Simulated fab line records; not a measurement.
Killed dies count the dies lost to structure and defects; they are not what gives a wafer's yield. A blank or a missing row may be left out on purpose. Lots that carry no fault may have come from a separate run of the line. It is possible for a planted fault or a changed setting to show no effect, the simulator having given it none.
The tool behind it: which one? -- flow berkeley_cmos170 -- 14 lots with 42 wafers sampled at 4 steps, on a route of 331 steps

== WHAT THE GAUGES SHOWED, per wafer ==
UCB170_PWELL_TW_MEAS_17.
lot,measured,on,PWELL_TW
L627,day 3 09:10,film_metro-02,381 385 385
L628,day 3 09:26,film_metro-03,370 368 368
L629,day 3 20:44,film_metro-02,383 384 383
L630,day 3 20:32,film_metro-03,370 374 369
L632,day 4 05:38,film_metro-02,382 382 384
L633,day 4 12:52,film_metro-02,385 382 384
L634,day 5 02:46,film_metro-02,383 384 384
L635,day 5 02:41,film_metro-02,340 339 337
L636,day 5 02:43,film_metro-02,382 382 383
L639,day 5 12:03,film_metro-02,339 340 338
L643,day 6 11:55,film_metro-03,371 371 372
L645,day 6 18:14,film_metro-04,377 375 373
L648,day 7 17:05,film_metro-03,373 373 372
L649,day 7 23:08,film_metro-04,374 376 372

UCB170_M1_CD_MEAS_90 targets a cd of 700 nm.
lot,measured,on,cd_nm (nm)
L627,day 7 14:25,cd_sem-01,698.1 702.2 698.8
L628,day 7 16:16,cd_sem-02,703.5 703.8 702.5
L629,day 8 13:07,cd_sem-02,703.0 704.1 699.7
L630,day 8 12:53,cd_sem-01,702.1 700.8 701.6
L632,day 8 21:01,cd_sem-01,699.6 698.0 700.8
L633,day 9 17:32,cd_sem-02,700.8 702.4 704.4
L634,day 9 16:14,cd_sem-02,704.8 702.3 703.4
L635,day 9 16:58,cd_sem-01,703.8 699.1 701.4
L636,day 9 16:59,cd_sem-02,702.7 696.8 705.9
L639,day 10 01:12,cd_sem-02,704.1 700.4 702.4
L643,day 11 08:07,cd_sem-01,702.8 698.5 699.6
L645,day 11 07:10,cd_sem-02,700.8 700.3 699.6
L648,day 12 09:08,cd_sem-01,699.3 697.7 700.2
L649,day 12 08:34,cd_sem-02,697.3 699.3 701.0

== TOOL THAT RAN EACH LOT (tool first, then ch and the chambers of the sampled wafers, then the start) ==
lot,UCB170_ZERO_ETCH_06,UCB170_PWELL_IMPLANT_15
L627,"rie_diel-03 ch 0,1,3, day 1 23:22","implanter-01 ch 0, day 3 08:55"
L628,"rie_diel-01 ch 0,1,3, day 1 23:38","implanter-03 ch 0, day 3 09:11"
L629,"rie_diel-04 ch 1,2, day 2 08:15","implanter-01 ch 0, day 3 20:30"
L630,"rie_diel-01 ch 0,2,3, day 2 13:34","implanter-02 ch 0, day 3 20:19"
L632,"rie_diel-03 ch 0,1,3, day 2 20:41","implanter-03 ch 0, day 4 05:23"
L633,"rie_diel-03 ch 1,3, day 3 03:28","implanter-03 ch 0, day 4 12:37"
L634,"rie_diel-01 ch 2,3, day 3 10:21","implanter-01 ch 0, day 5 02:26"
L635,"rie_diel-04 ch 1,2, day 3 13:51","implanter-03 ch 0, day 5 02:19"
L636,"rie_diel-03 ch 0,1, day 3 13:58","implanter-02 ch 0, day 5 02:15"
L639,"rie_diel-01 ch 0,1, day 4 04:03","implanter-03 ch 0, day 5 11:51"
L643,"rie_diel-01 ch 1,3, day 5 03:50","implanter-02 ch 0, day 6 11:40"
L645,"rie_diel-01 ch 0,3, day 5 12:56","implanter-02 ch 0, day 6 17:59"
L648,"rie_diel-01 ch 1,2,3, day 6 07:13","implanter-02 ch 0, day 7 16:50"
L649,"rie_diel-03 ch 0,3, day 6 11:54","implanter-02 ch 0, day 7 22:53"
- UCB170_ZERO_ETCH_06: etches SiO2 in CHF3/CF4/Ar, time 12 s.
- UCB170_PWELL_IMPLANT_15

== WHAT THE TOOLS THEMSELVES READ (means of the sampled wafers that have a number; where no wafer has one, the mark that the record gives instead) ==
UCB170_ZERO_ETCH_06.
lot,tool,cf4_flow_sccm (sccm),drypump_motor_current_A (A),oes_product_au (a.u.),throttle_valve_pct (%)
L627,rie_diel-03,9.97,5.4,0.615,9.14
L628,rie_diel-01,10.02,5.5,0.612,9.20
L629,rie_diel-04,10.03,5.2,0.622,9.47
L630,rie_diel-01,10.00,6.0,0.613,9.24
L632,rie_diel-03,10.01,5.4,0.617,9.13
L633,rie_diel-03,10.00,5.6,0.624,9.01
L634,rie_diel-01,9.96,6.3,0.612,9.23
L635,rie_diel-04,10.05,5.6,0.627,9.44
L636,rie_diel-03,9.97,5.4,0.606,9.18
L639,rie_diel-01,9.99,5.7,0.610,9.19
L643,rie_diel-01,10.01,5.4,0.606,9.19
L645,rie_diel-01,9.98,5.5,0.609,9.23
L648,rie_diel-01,10.01,5.9,0.608,9.21
L649,rie_diel-03,10.01,5.3,0.618,9.08

UCB170_PWELL_IMPLANT_15.
lot,tool,dose_ions_cm2,faraday_current_uA
L627,implanter-01,4.999e+12,15.8
L628,implanter-03,4.997e+12,16.0
L629,implanter-01,5.006e+12,15.7
L630,implanter-02,4.998e+12,15.7
L632,implanter-03,4.999e+12,15.7
L633,implanter-03,4.996e+12,16.1
L634,implanter-01,4.997e+12,15.8
L635,implanter-03,3.343e+12,10.7
L636,implanter-02,4.994e+12,16.0
L639,implanter-03,3.347e+12,10.8
L643,implanter-02,4.996e+12,15.6
L645,implanter-02,4.998e+12,16.0
L648,implanter-02,5.000e+12,16.1
L649,implanter-02,4.997e+12,16.0

== THE ANSWER, worked out from the rows above alone ==
Rule: usual is defined by the lots themselves. The widest of any qualifying gaps counts: lots, ordered by their means at a reading, are off when they make up no more than a third of the lots, leave a main group of 4 or more, and stand apart from it by 3 or more times the standard deviation of that group's means. If all means in a main group match to the digits the tables above print for the reading, that group is not used. A lot without any number at a reading at which 4 lots or more have one is off too. Where the step has rows for the other lots, those lots are counted as sound. After the gauges, taken in route order, come the tools' own readings; for these a lot's mean is taken, as printed above. The first step at which some lot is off is used, and at that step the reading that is off furthest; a lot without a number counts as furthest.
Off: at UCB170_PWELL_TW_MEAS_17 (PWELL_TW), L635, L639. The main group: mean 378, standard deviation 5.8.
If a tool, at a process step before that reading, ran all the lots that are off and no sound lot after the first of them, it fits. The gauges at UCB170_PWELL_TW_MEAS_17 aren't tried: what is off there is off at UCB170_PWELL_IMPLANT_15 too, on other tools, and a gauge's error can't cause that. One candidate fits, namely implanter-03 at UCB170_PWELL_IMPLANT_15. A fault onset in the window from L633 (day 4 12:37, its last sound lot) to L635 (day 5 02:19, its first lot off) fits.
The tool's own readings at UCB170_PWELL_IMPLANT_15 bear it out: on the lots that are off they differ by more than 5 times the standard deviation of the sound lots' means. dose_ions_cm2 reads 3.345e+12 there against 4.998e+12 on the sound lots; faraday_current_uA reads 10.8 there against 15.9 on the sound lots.

== WHAT WAS PUT IN BY THE SIMULATOR ==
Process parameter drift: implanter-03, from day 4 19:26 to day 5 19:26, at UCB170_PWELL_IMPLANT_15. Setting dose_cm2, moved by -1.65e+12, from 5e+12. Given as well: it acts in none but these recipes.
Shown lots that were struck: L635, L639. The rule above reached the same finding.
